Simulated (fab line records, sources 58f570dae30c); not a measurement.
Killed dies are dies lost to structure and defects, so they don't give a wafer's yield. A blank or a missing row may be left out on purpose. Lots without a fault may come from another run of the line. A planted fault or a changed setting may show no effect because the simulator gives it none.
Split-lot experiment | flow berkeley_cmos170 | 5 lots, 27 wafers read, on a route of 331 steps

THE SPLIT
At UCB170_V1_ETCH_14 (etches SiO2 in CHF3/CF4/Ar, stops on Al, target depth 1250 nm, time 291 s), the setting target_depth_a was moved away from the recipe's 12500 angstrom on 12 of the 27 wafers read, by -47.6% to +50.0%. The other wafers ran this setting at the recipe's value.

FROM THE SPLIT TO THE READING: what the file shows between them, 1 step
- UCB170_V1_STRIP_15: strips in O2

THE READING
cd_nm, in nm, at UCB170_V1_CD_MEAS_90 (target cd 700 nm). Fault-free wafers of this fab line usually give 699.2 nm, standard deviation 1.5 nm.

wafer  | tool, chamber at the split | target_depth_a as run, angstrom | against the recipe | cd_nm, nm | against lot-mates on the recipe
L078.2 | rie_diel-04, 1             | 12500                           | recipe             | 698.7     | -
L078.3 | rie_diel-04, 2             | 12500                           | recipe             | 699.0     | -
L078.5 | rie_diel-04, 3             | 12500                           | recipe             | 696.7     | -
L082.1 | rie_diel-04, 1             | 6555                            | -47.6%             | 694.9     | -3.9
L082.2 | rie_diel-04, 2             | 6555                            | -47.6%             | 693.4     | -5.4
L082.3 | rie_diel-04, 2             | 12500                           | recipe             | 698.6     | -
L082.4 | rie_diel-04, 1             | 6555                            | -47.6%             | 693.4     | -5.4
L082.5 | rie_diel-04, 2             | 12500                           | recipe             | 698.8     | -
L082.6 | rie_diel-04, 1             | 12500                           | recipe             | 699.1     | -
L081.1 | rie_diel-01, 0             | 12500                           | recipe             | 701.0     | -
L081.2 | rie_diel-01, 3             | 18400                           | +47.2%             | 705.8     | +5.0
L081.3 | rie_diel-01, 1             | 12500                           | recipe             | 700.4     | -
L081.4 | rie_diel-01, 2             | 12500                           | recipe             | 701.1     | -
L081.5 | rie_diel-01, 2             | 18400                           | +47.2%             | 706.9     | +6.1
L081.6 | rie_diel-01, 3             | 18400                           | +47.2%             | 705.2     | +4.4
L080.1 | rie_diel-04, 2             | 12500                           | recipe             | 699.1     | -
L080.2 | rie_diel-04, 1             | 18750                           | +50.0%             | 704.1     | +4.9
L080.3 | rie_diel-04, 2             | 12500                           | recipe             | 699.1     | -
L080.4 | rie_diel-04, 1             | 12500                           | recipe             | 699.3     | -
L080.5 | rie_diel-04, 1             | 18750                           | +50.0%             | 704.6     | +5.4
L080.6 | rie_diel-04, 2             | 18750                           | +50.0%             | 706.1     | +6.9
L085.1 | rie_diel-03, 0             | 17170                           | +37.4%             | 701.4     | +2.6
L085.2 | rie_diel-03, 1             | 17170                           | +37.4%             | 702.6     | +3.8
L085.3 | rie_diel-03, 2             | 12500                           | recipe             | 698.6     | -
L085.4 | rie_diel-03, 3             | 12500                           | recipe             | 700.2     | -
L085.5 | rie_diel-03, 0             | 12500                           | recipe             | 697.6     | -
L085.6 | rie_diel-03, 3             | 17170                           | +37.4%             | 700.5     | +1.7

THE FIT
A straight line over all 27 wafers: cd_nm changes by +0.113 nm for each +1% of target_depth_a; r = +0.93; the points scatter about the line by 1.3 nm.
The same after taking each lot's own level away (the mean of its wafers on the recipe; 27 wafers): +0.104 nm for each +1%; r = +0.96; scatter 0.89 nm.
On that fit, the largest move of target_depth_a shifts the reading by 5.2 nm.
The lots' own levels span 698.13 to 700.83 nm, that is 1.8 times the standard deviation above.
So the lot-to-lot level changes the slope little: the two slopes agree.
Check: with one of the wafers moved furthest among these (+50.0%) left out of the fit, the line predicts +5.17 nm for it against its lot-mates. It came out at +4.93 nm against them.
Tool readings at the split's step, against how far the setting was moved: oes_product_au r = -0.99.

OTHER SPLITS ON THESE WAFERS
These wafers also went through other splits before the reading. Each is held against what the fit with the lots' levels taken away leaves over:
other split on the same wafers      | wafers away from the commonest value | r with cd_nm (lot level and that fit taken away)
UCB170_START_OXIDATION_02 ox_time_s | 18                                   | -0.02
UCB170_PWELL_CVD_05 time_s          | 18                                   | -0.31
UCB170_ACTIVE_CVD_05 time_s         | 12                                   | +0.30
UCB170_CONTACT_CVD_01 time_s        | 21                                   | +0.26

THE WHOLE CHAIN: every reading that the file lists as answering this split, in the file's order
step                 | what it does                                                              | reading                                                                   | change (the file's fit)                   | r (the file's)
UCB170_V1_ETCH_14    | etches SiO2 in CHF3/CF4/Ar, stops on Al, target depth 1250 nm, time 291 s | oes_product_au                                                            | -0.00331 a.u. for each +1% of the setting | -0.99
UCB170_V1_ETCH_14    | etches SiO2 in CHF3/CF4/Ar, stops on Al, target depth 1250 nm, time 291 s | KrF_of_V1_COAT_07.thk_nm (the simulator's own value, which no gauge read) | -2.8 nm for each +1% of the setting       | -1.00
UCB170_V1_STRIP_15   | strips in O2                                                              | strip_time_to_endpoint_s                                                  | withheld for each +1% of the setting      | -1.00
UCB170_V1_CD_MEAS_90 | target cd 700 nm                                                          | cd_nm                                                                     | +0.103 nm for each +1% of the setting     | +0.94

THE FILE'S OWN FIT
cd_nm changes by +0.103 nm for each +1% of target_depth_a, r = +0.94.
